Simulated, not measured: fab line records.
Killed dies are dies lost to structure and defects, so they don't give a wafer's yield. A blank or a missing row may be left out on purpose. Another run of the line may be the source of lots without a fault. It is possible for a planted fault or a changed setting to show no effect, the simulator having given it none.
Split-lot trial ; flow berkeley-cmos170 ; 5 lots, 27 wafers read, on a route of 331 steps

## THE SPLIT
At UCB170_GATE_ETCH_15 (etches poly-Si in HBr/Cl2, stops on SiO2, time 56.3 s, target depth 278.2 nm), the setting time-s was moved away from the recipe's 56.3 s on 9 of the 27 wafers read, by -55.1% to +54.8%. All remaining wafers had this setting at the recipe value.

The reading comes from the split's own step.

## THE READING
oes-product-au, in a.u., at UCB170_GATE_ETCH_15 (etches poly-Si in HBr/Cl2, stops on SiO2, time 56.3 s, target depth 278.2 nm). Fault-free wafers of this fab line usually give 0.833 a.u., standard deviation 0.016 a.u.

wafer;tool, chamber at the split;time-s as run, s;against the recipe;oes-product-au, a.u.;against lot-mates on the recipe
L075.1;rie-si-01, 2;29.18;-48.2%;0.996;+0.175
L075.2;rie-si-01, 1;29.18;-48.2%;1.003;+0.182
L075.3;rie-si-01, 3;56.3;recipe;0.824;-
L075.4;rie-si-01, 2;56.3;recipe;0.821;-
L075.5;rie-si-01, 3;29.18;-48.2%;0.992;+0.171
L075.6;rie-si-01, 1;56.3;recipe;0.819;-
L077.1;rie-si-02, 0;56.3;recipe;0.803;-
L077.2;rie-si-02, 3;56.3;recipe;0.840;-
L077.3;rie-si-02, 1;56.3;recipe;0.851;-
L077.4;rie-si-02, 2;56.3;recipe;0.844;-
L077.5;rie-si-02, 1;56.3;recipe;0.847;-
L077.6;rie-si-02, 2;56.3;recipe;0.840;-
L081.1;rie-si-01, 1;25.27;-55.1%;0.996;+0.160
L081.2;rie-si-01, 2;56.3;recipe;0.818;-
L081.3;rie-si-01, 3;25.27;-55.1%;0.996;+0.160
L081.4;rie-si-01, 0;56.3;recipe;0.845;-
L081.5;rie-si-01, 0;56.3;recipe;0.845;-
L081.6;rie-si-01, 1;25.27;-55.1%;1.000;+0.164
L083.1;rie-si-02, 2;56.3;recipe;0.847;-
L083.2;rie-si-02, 1;56.3;recipe;0.840;-
L083.3;rie-si-02, 3;87.13;+54.8%;0.767;-0.065
L083.4;rie-si-02, 0;87.13;+54.8%;0.733;-0.099
L083.5;rie-si-02, 0;56.3;recipe;0.808;-
L083.6;rie-si-02, 1;87.13;+54.8%;0.780;-0.052
L085.2;rie-si-02, 1;56.3;recipe;0.853;-
L085.3;rie-si-02, 2;56.3;recipe;0.839;-
L085.4;rie-si-02, 0;56.3;recipe;0.804;-

THE FIT
A straight line over all 27 wafers: oes-product-au changes by -0.00242 a.u. for each +1% of time-s; r = -0.94; the points scatter about the line by 0.028 a.u.
The same after taking each lot's own level away (the mean of its wafers on the recipe; 27 wafers): -0.00245 a.u. for each +1%; r = -0.93; scatter 0.03 a.u.
That fit puts the effect of the largest move of time-s on the reading at 0.14 a.u.
From 0.8213 to 0.8375 a.u.: that is the span of the lots' own levels, equal to 1.0 times the standard deviation above.
The two slopes are in agreement: the lot-to-lot level therefore moves the slope only a little.
Check: for one of the wafers moved furthest among these (-55.1%), held out of the fit, the line's prediction against its lot-mates is +0.15 a.u. Against them it came out at +0.16 a.u.
Tool readings at the split's step, against how far the setting was moved: oes-product-au r = -0.94.

## OTHER SPLITS APPLIED TO THESE WAFERS
These wafers also went through other splits before the reading. Each is held against what the fit with the lots' levels taken away leaves over:
other split on the same wafers;wafers away from the commonest value;r with oes-product-au (lot level and that fit taken away)
UCB170_ZERO_ETCH_06 target-depth-a;9;-0.10

## THE WHOLE CHAIN: every reading that the file lists as answering this split, in the file's order
step;what it does;reading;change (the file's fit);r (the file's)
UCB170_GATE_ETCH_15;etches poly-Si in HBr/Cl2, stops on SiO2, time 56.3 s, target depth 278.2 nm;oes-product-au;-0.00254 a.u. for each +1% of the setting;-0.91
UCB170_GATE_ETCH_15;etches poly-Si in HBr/Cl2, stops on SiO2, time 56.3 s, target depth 278.2 nm;etch.depth-nm (the simulator's own value, which no gauge read);not straight: 124.6 at the lowest setting, 213.6 at the recipe, 211.8 at the highest;not given
UCB170_GATE_ETCH_15;etches poly-Si in HBr/Cl2, stops on SiO2, time 56.3 s, target depth 278.2 nm;GATE.feature-depth-nm (the simulator's own value, which no gauge read);not straight: 124.6 at the lowest setting, 213.6 at the recipe, 214.4 at the highest;not given
UCB170_GATE_ETCH_15;etches poly-Si in HBr/Cl2, stops on SiO2, time 56.3 s, target depth 278.2 nm;KrF_of_GATE_COAT_07.thk-nm (the simulator's own value, which no gauge read);-1.09 nm for each +1% of the setting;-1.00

## FILE'S OWN FIT
oes-product-au changes by -0.00254 a.u. for each +1% of time-s, r = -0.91.
